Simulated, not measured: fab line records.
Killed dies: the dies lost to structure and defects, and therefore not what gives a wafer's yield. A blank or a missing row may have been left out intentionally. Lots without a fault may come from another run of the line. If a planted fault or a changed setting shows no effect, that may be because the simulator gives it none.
What tool caused it?	flow berkeley_cmos170	42 wafers from 14 lots sampled at 3 of the route's 331 steps

WHAT EACH GAUGE READ, for each wafer
UCB170_START_THK_MEAS_03. Usual: START_OXIDE_THK 20.2 nm, standard deviation 0.46.
lot	measured	on	START_OXIDE_THK (nm)	flag
L491	day 1 14:04	film_metro-01	19.9 19.8 20.1	
L493	day 1 22:33	film_metro-01	19.9 19.9 19.9	
L492	day 1 22:34	film_metro-03	20.3 20.3 20.4	
L494	day 2 05:34	film_metro-03	19.4 19.5 19.7	
L495	day 2 09:37	film_metro-03	20.1 20.2 20.6	
L496	day 2 13:42	film_metro-04	19.7 19.9 19.7	
L497	day 2 19:44	film_metro-01	19.9 19.8 19.6	
L498	day 3 01:13	film_metro-04	20.0 20.1 20.5	
L499	day 3 05:01	film_metro-03	20.4 20.4 20.4	
L502	day 3 21:15	film_metro-03	20.8 21.3 21.0	
L503	day 4 01:05	film_metro-01	20.1 20.5 20.1	
L504	day 4 05:36	film_metro-04	20.7 20.5 20.4	
L513	day 6 07:27	film_metro-04	20.0 20.1 19.5	
L514	day 6 07:27	film_metro-03	19.6 19.4 19.9	

UCB170_PWELL_THK_MEAS_06. Usual: PWELL_NITRIDE_THK 220.1 nm, standard deviation 2.1.
lot	measured	on	PWELL_NITRIDE_THK (nm)	flag
L491	day 3 00:08	film_metro-01	219.0 220.4 221.0	
L493	day 3 04:53	film_metro-01	219.2 218.8 218.6	
L492	day 3 04:54	film_metro-04	219.6 220.7 220.1	
L494	day 3 10:24	film_metro-04	218.0 218.4 217.2	
L495	day 3 21:17	film_metro-01	224.2 222.0 223.1	
L496	day 3 21:17	film_metro-02	222.5 223.6 223.7	
L497	day 4 02:54	film_metro-02	221.4 221.4 220.9	
L498	day 4 07:56	film_metro-04	219.9 221.7 218.5	
L499	day 4 13:22	film_metro-04	218.5 217.9 217.8	
L502	day 5 06:25	film_metro-04	246.7 248.4 247.2 246.9 248.5 247.0	OFF
L503	day 5 06:25	film_metro-01	246.2 245.4 247.2 245.9 245.8 247.3	OFF
L504	day 5 15:37	film_metro-01	247.4 246.6 248.2 247.6 246.5 248.1	OFF
L513	day 7 20:31	film_metro-04	219.6 219.6 219.1	
L514	day 7 20:31	film_metro-02	223.0 223.4 224.9	

TOOL THAT RAN EACH LOT (tool first, then ch and the chambers of the sampled wafers, then the start)
lot	UCB170_PWELL_CVD_05
L491	lpcvd-02 ch 1, day 2 22:13
L493	lpcvd-01 ch 1, day 3 02:01
L492	lpcvd-01 ch 1, day 3 02:01
L494	lpcvd-02 ch 0, day 3 07:29
L495	lpcvd-01 ch 0, day 3 19:22
L496	lpcvd-01 ch 0, day 3 19:22
L497	lpcvd-01 ch 0, day 4 00:59
L498	lpcvd-01 ch 0, day 4 06:01
L499	lpcvd-02 ch 0, day 4 11:26
L502	lpcvd-01 ch 1, day 5 03:32
L503	lpcvd-01 ch 1, day 5 03:32
L504	lpcvd-01 ch 1, day 5 11:18
L513	lpcvd-02 ch 0, day 7 18:36
L514	lpcvd-02 ch 1, day 7 18:36
- UCB170_PWELL_CVD_05: deposits Si3N4 from SiH2Cl2/NH3, target thk 220 nm, time 3300 s.

WHAT THE TOOLS THEMSELVES READ (means of the sampled wafers that have a number; where no wafer has one, the mark that the record gives instead)
UCB170_PWELL_CVD_05. Usual: sih2cl2_flow_sccm 25.01 sccm, standard deviation 0.07; spike_tc_load_C 825.1 C, standard deviation 2.3; susceptor_temp_C 799.9 C, standard deviation 0.32; zone_power_load_pct 20.4 %, standard deviation 2.
lot	tool	sih2cl2_flow_sccm (sccm)	spike_tc_load_C (C)	susceptor_temp_C (C)	zone_power_load_pct (%)	flag
L491	lpcvd-02	24.98	821.6	799.7	19.4	
L493	lpcvd-01	25.00	826.0	799.9	22.3	
L492	lpcvd-01	24.96	825.9	800.2	22.5	
L494	lpcvd-02	24.99	828.4	800.0	21.0	
L495	lpcvd-01	24.94	823.4	799.9	17.6	
L496	lpcvd-01	24.99	822.7	800.1	17.8	
L497	lpcvd-01	25.10	822.3	799.8	17.6	
L498	lpcvd-01	25.01	822.6	800.1	17.5	
L499	lpcvd-02	25.02	827.5	799.8	21.0	
L502	lpcvd-01	37.53	826.6	799.8	22.7	OFF
L503	lpcvd-01	37.47	825.6	800.1	22.6	OFF
L504	lpcvd-01	37.55	826.5	800.4	22.6	OFF
L513	lpcvd-02	25.08	826.5	800.2	21.1	
L514	lpcvd-02	24.99	821.8	799.5	19.3	

THE ANSWER, worked out from the rows above alone
Rule: a lot is off if the mean of its wafers that have a number lies more than 3 standard deviations from the usual mean. Also off: a lot with no number at a reading for which 4 or more lots have one. Where the step has rows for the other lots, those lots are counted as sound. Order of review: gauges by route order, followed by the tools' own readings, for which a lot's mean as printed above is used. The first step at which some lot is off is used, and at that step the reading that is off furthest; a lot without a number counts as furthest.
Off: at UCB170_PWELL_THK_MEAS_06 (PWELL_NITRIDE_THK), L502, L503, L504.
If a tool, at a process step before that reading, ran all the lots that are off and no sound lot after the first of them, it fits. The gauges at UCB170_PWELL_THK_MEAS_06 aren't tried: what is off there is off at UCB170_PWELL_CVD_05 too, on other tools, and a gauge's error can't cause that. One fits: UCB170_PWELL_CVD_05 on lpcvd-01. A fault onset in the window from L498 (day 4 06:01, its last sound lot) to L502 (day 5 03:32, its first lot off) fits.
The tool's own readings at UCB170_PWELL_CVD_05 bear it out: on the lots that are off they differ by more than 5 times the standard deviation of the sound lots' means. sih2cl2_flow_sccm reads 37.52 sccm there against 25.01 sccm on the sound lots.

WHAT WAS PUT IN BY THE SIMULATOR
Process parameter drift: lpcvd-01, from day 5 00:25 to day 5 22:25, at UCB170_PWELL_CVD_05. Setting sih2cl2_flow_sccm, moved by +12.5, from 25. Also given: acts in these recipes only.
Lots struck among those shown: L502, L503, L504. Same finding as the rule above.
